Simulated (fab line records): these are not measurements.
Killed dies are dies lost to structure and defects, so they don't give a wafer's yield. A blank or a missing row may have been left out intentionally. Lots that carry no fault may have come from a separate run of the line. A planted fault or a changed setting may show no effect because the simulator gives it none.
Shared-tool check / flow berkeley-cmos170 / 14 lots, 42 wafers sampled

== THE REASON FOR OPENING IT ==
2 of 14 lots carry a flag on the reading NLDD_TW at UCB170_NLDD_TW_MEAS_11. Wafers without a fault read 2233, standard deviation 19.
Rule: flag the lot when none of its wafers has a number, or when each of its wafers that has one lies beyond 4 standard deviations from that mean. All remaining lots are regarded as sound.

lot=L797; measured=day 8 05:59; on=film-metro-03; NLDD_TW, wafer by wafer=2199 2192 2195; flag=
lot=L798; measured=day 8 15:59; on=film-metro-04; NLDD_TW, wafer by wafer=2248 2247 2258; flag=
lot=L801; measured=day 9 03:53; on=film-metro-04; NLDD_TW, wafer by wafer=2260 2263 2268; flag=
lot=L802; measured=day 9 04:31; on=film-metro-03; NLDD_TW, wafer by wafer=2202 2215 2209; flag=
lot=L806; measured=day 9 21:07; on=film-metro-03; NLDD_TW, wafer by wafer=2209 2221 2212; flag=
lot=L804; measured=day 9 21:52; on=film-metro-03; NLDD_TW, wafer by wafer=2202 2206 2202; flag=
lot=L807; measured=day 10 01:03; on=film-metro-01; NLDD_TW, wafer by wafer=2224 2228 2239; flag=
lot=L808; measured=day 10 11:34; on=film-metro-01; NLDD_TW, wafer by wafer=2226 2228 2213; flag=
lot=L809; measured=day 10 12:11; on=film-metro-01; NLDD_TW, wafer by wafer=2221 2235 2231; flag=
lot=L811; measured=day 11 01:33; on=film-metro-04; NLDD_TW, wafer by wafer=2240 2234 2240; flag=
lot=L810; measured=day 11 01:48; on=film-metro-04; NLDD_TW, wafer by wafer=2235 2238 2241; flag=
lot=L817; measured=day 12 00:40; on=film-metro-01; NLDD_TW, wafer by wafer=3180 3163 3166; flag=FLAGGED
lot=L820; measured=day 12 14:18; on=film-metro-01; NLDD_TW, wafer by wafer=2252 2231 2242; flag=
lot=L819; measured=day 12 14:32; on=film-metro-01; NLDD_TW, wafer by wafer=3181 3177 3193; flag=FLAGGED
The numbers of the flagged lots are 3177 on average: +944 against the usual, or +50 standard deviations.

== TOOL THAT RAN EACH LOT ==
2 process steps preceding the reading are held in the record, out of 331 steps in the route. Every cell lists first the tool, next ch and the chambers used by the sampled wafers, and last the start.
lot=L797; flag=; UCB170_NLDD_IMPLANT_08=implanter-02 ch 0, day 8 05:35; UCB170_NLDD_STRIP_10=plasma-asher-04 ch 0,1, day 8 05:53
lot=L798; flag=; UCB170_NLDD_IMPLANT_08=implanter-03 ch 0, day 8 15:35; UCB170_NLDD_STRIP_10=plasma-asher-04 ch 0,1, day 8 15:53
lot=L801; flag=; UCB170_NLDD_IMPLANT_08=implanter-03 ch 0, day 9 03:31; UCB170_NLDD_STRIP_10=plasma-asher-03 ch 0,1, day 9 03:47
lot=L802; flag=; UCB170_NLDD_IMPLANT_08=implanter-04 ch 0, day 9 04:07; UCB170_NLDD_STRIP_10=plasma-asher-04 ch 0, day 9 04:25
lot=L806; flag=; UCB170_NLDD_IMPLANT_08=implanter-03 ch 0, day 9 20:43; UCB170_NLDD_STRIP_10=plasma-asher-02 ch 0,1, day 9 21:01
lot=L804; flag=; UCB170_NLDD_IMPLANT_08=implanter-03 ch 0, day 9 21:28; UCB170_NLDD_STRIP_10=plasma-asher-03 ch 0,1, day 9 21:45
lot=L807; flag=; UCB170_NLDD_IMPLANT_08=implanter-02 ch 0, day 10 00:42; UCB170_NLDD_STRIP_10=plasma-asher-04 ch 0,1, day 10 00:58
lot=L808; flag=; UCB170_NLDD_IMPLANT_08=implanter-04 ch 0, day 10 11:10; UCB170_NLDD_STRIP_10=plasma-asher-02 ch 0,1, day 10 11:26
lot=L809; flag=; UCB170_NLDD_IMPLANT_08=implanter-03 ch 0, day 10 11:49; UCB170_NLDD_STRIP_10=plasma-asher-02 ch 0,1, day 10 12:05
lot=L811; flag=; UCB170_NLDD_IMPLANT_08=implanter-02 ch 0, day 11 01:11; UCB170_NLDD_STRIP_10=plasma-asher-02 ch 0,1, day 11 01:28
lot=L810; flag=; UCB170_NLDD_IMPLANT_08=implanter-03 ch 0, day 11 01:24; UCB170_NLDD_STRIP_10=plasma-asher-03 ch 0,1, day 11 01:42
lot=L817; flag=FLAGGED; UCB170_NLDD_IMPLANT_08=implanter-04 ch 0, day 12 00:17; UCB170_NLDD_STRIP_10=plasma-asher-03 ch 0,1, day 12 00:33
lot=L820; flag=; UCB170_NLDD_IMPLANT_08=implanter-02 ch 0, day 12 13:56; UCB170_NLDD_STRIP_10=plasma-asher-03 ch 0,1, day 12 14:13
lot=L819; flag=FLAGGED; UCB170_NLDD_IMPLANT_08=implanter-04 ch 0, day 12 14:10; UCB170_NLDD_STRIP_10=plasma-asher-02 ch 0,1, day 12 14:26
What these steps do:
- UCB170_NLDD_IMPLANT_08
- UCB170_NLDD_STRIP_10: strips in O2.
- UCB170_NLDD_TW_MEAS_11

== FLAGGED OVER TOTAL, TOOL BY TOOL (the gauges that took the reading come last) ==
step=UCB170_NLDD_IMPLANT_08; tool=implanter-02; lots run=4; flagged=0; share of the flagged lots=none; sound lots run after its first flagged lot=-
step=UCB170_NLDD_IMPLANT_08; tool=implanter-03; lots run=6; flagged=0; share of the flagged lots=none; sound lots run after its first flagged lot=-
step=UCB170_NLDD_IMPLANT_08; tool=implanter-04; lots run=4; flagged=2; share of the flagged lots=all; sound lots run after its first flagged lot=0
step=UCB170_NLDD_STRIP_10; tool=plasma-asher-02; lots run=5; flagged=1; share of the flagged lots=some; sound lots run after its first flagged lot=0
step=UCB170_NLDD_STRIP_10; tool=plasma-asher-03; lots run=5; flagged=1; share of the flagged lots=some; sound lots run after its first flagged lot=1 (L820)
step=UCB170_NLDD_STRIP_10; tool=plasma-asher-04; lots run=4; flagged=0; share of the flagged lots=none; sound lots run after its first flagged lot=-
step=UCB170_NLDD_TW_MEAS_11; tool=film-metro-01; lots run=6; flagged=2; share of the flagged lots=all; sound lots run after its first flagged lot=1 (L820)
step=UCB170_NLDD_TW_MEAS_11; tool=film-metro-03; lots run=4; flagged=0; share of the flagged lots=none; sound lots run after its first flagged lot=-
step=UCB170_NLDD_TW_MEAS_11; tool=film-metro-04; lots run=4; flagged=0; share of the flagged lots=none; sound lots run after its first flagged lot=-

== WHAT IS ALLOWED BY THE TABLE ==
implanter-04 at UCB170_NLDD_IMPLANT_08 and film-metro-01 at UCB170_NLDD_TW_MEAS_11 are the 2 rows of the table that ran each flagged lot.
- implanter-04 at UCB170_NLDD_IMPLANT_08: 2 of its 4 lots flagged. Last sound lot L808 at day 10 11:10, first flagged lot L817 at day 12 00:17; a fault beginning in between fits. Its own readings (beam-on-s, dose-ions-cm2, faraday-current-uA) fall more than 4 standard deviations out on all wafers of the flagged lots.
- film-metro-01 at UCB170_NLDD_TW_MEAS_11: 2 of its 6 lots flagged. After the first flagged lot (L820), sound lots still ran on it; a lasting fault on the whole tool would not permit that.
One tool is left: implanter-04 at UCB170_NLDD_IMPLANT_08.

== WHAT THE SIMULATOR HAD INSERTED ==
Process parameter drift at UCB170_NLDD_IMPLANT_08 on implanter-04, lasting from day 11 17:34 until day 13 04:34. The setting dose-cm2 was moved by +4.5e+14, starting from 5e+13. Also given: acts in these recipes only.
Struck lots among those shown: L817, L819. The rule above found the same.
